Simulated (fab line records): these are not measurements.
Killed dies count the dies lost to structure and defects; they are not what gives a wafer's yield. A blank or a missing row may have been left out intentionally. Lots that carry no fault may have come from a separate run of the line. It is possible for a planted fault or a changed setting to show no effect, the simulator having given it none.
Comparing a struck lot with a sound one || flow berkeleyCmos170 || 14 steps out of a route of 331
Sound: the wafers L325.2, L325.4, L325.6. Wafers L331.1, L331.2, L331.5 were the ones struck. The cause is given at the end.
Per side, at each step with rows, come the tool, then ch with its chambers, and then its first start. Under that, the readings that differ: sound wafers || struck wafers || difference of the means || sigmas: that difference in standard deviations of wafers without a fault.
alike: a reading whose means differ by less than 2 such deviations, as well as words and numbers matching on both sides. not compared: withheld readings; readings where some wafer has no value; bounds like >300 that might hide an equal value; numbers whose values overlap and for which the record gives no deviation.
Wherever a step has rows on one side only, a row that says differs or no value, or a row with sigmas, the two part there. Non-overlapping numbers with no deviation appear without sigmas and do not part them. A reading missing from all wafers of one side parts the sides only when that side holds two or more wafers.

UCB170_M1_RS_MEAS_01: the measuring method here is four-point-probe.
  struck on filmMetro-02, day 10 15:06; sound on filmMetro-02, day 9 17:31
  alike: M1_AL_RS
UCB170_M1_THK_MEAS_02: measures by xrf.
  struck on filmMetro-02, day 10 15:13; sound on filmMetro-02, day 9 17:37
  alike: M1_AL_THK
then, 6 steps without rows for these wafers: UCB170_M1_COAT_03; UCB170_M1_COAT_04 (resist thk 900 nm); UCB170_M1_SOFTBAKE_05 (time 60 s); UCB170_M1_EXPOSE_06 (exposes mask METAL1, target cd 700 nm); UCB170_M1_PEB_07; UCB170_M1_DEVELOP_08 (develop time 45 s).
UCB170_M1_CD_MEAS_09 targets a cd of 700 nm.
  struck on cdSem-01, day 10 16:14; sound on cdSem-01, day 9 18:32
  alike: cdNm
UCB170_M1_OVL_MEAS_10:
  struck on overlay-01, day 10 16:22; sound on overlay-01, day 9 18:38
  alike: M1_OVL
UCB170_M1_ETCH_11: etches BARC in N2/H2.
  sound on rieDiel-02 ch 0,1,2, day 9 18:40; struck on rieDiel-04 ch 0,3, day 10 16:24
  alike: drypumpMotorCurrentA, oesProductAu, throttleValvePct
UCB170_M1_METAL_ETCH_12: etches Al in Cl2/BCl3, stops on PSG, target depth 780 nm, time 130 s.
  sound on rieMetal-03 ch 0, day 9 18:43; struck on rieMetal-03 ch 0,1, day 10 16:26
  alike: drypumpMotorCurrentA, oesProductAu, throttleValvePct
  not compared: rfHoursCounterH
UCB170_M1_STRIP_13: strips in O2.
  sound on plasmaAsher-04 ch 0,1, day 9 18:50; struck on plasmaAsher-02 ch 0,1, day 10 16:35
  no value came back on the struck wafers for chamberPressureMTorr (mTorr), drypumpMotorCurrentA (A), oesProductAu (a.u.); on the sound wafers chamberPressureMTorr (mTorr) reads 3495 3495 3502
{"reading": "model.KrF_of_M1_COAT_04.thkNm (nm)", "sound": "0 0 0", "struck": "448.3 440.2 437.7", "difference": "+442.1", "sigmas": ""}
  not compared: rfHoursCounterH
UCB170_M1_CD_MEAS_90 targets a cd of 700 nm.
  struck on cdSem-02, day 10 16:41; sound on cdSem-02, day 9 18:58
  alike: cdNm

== WHERE THEY PART ==
Only at UCB170_M1_STRIP_13, as far as this record shows. Later steps at which nothing parts them and some readings are alike: UCB170_M1_CD_MEAS_90.

WHY: the cause the simulator had injected
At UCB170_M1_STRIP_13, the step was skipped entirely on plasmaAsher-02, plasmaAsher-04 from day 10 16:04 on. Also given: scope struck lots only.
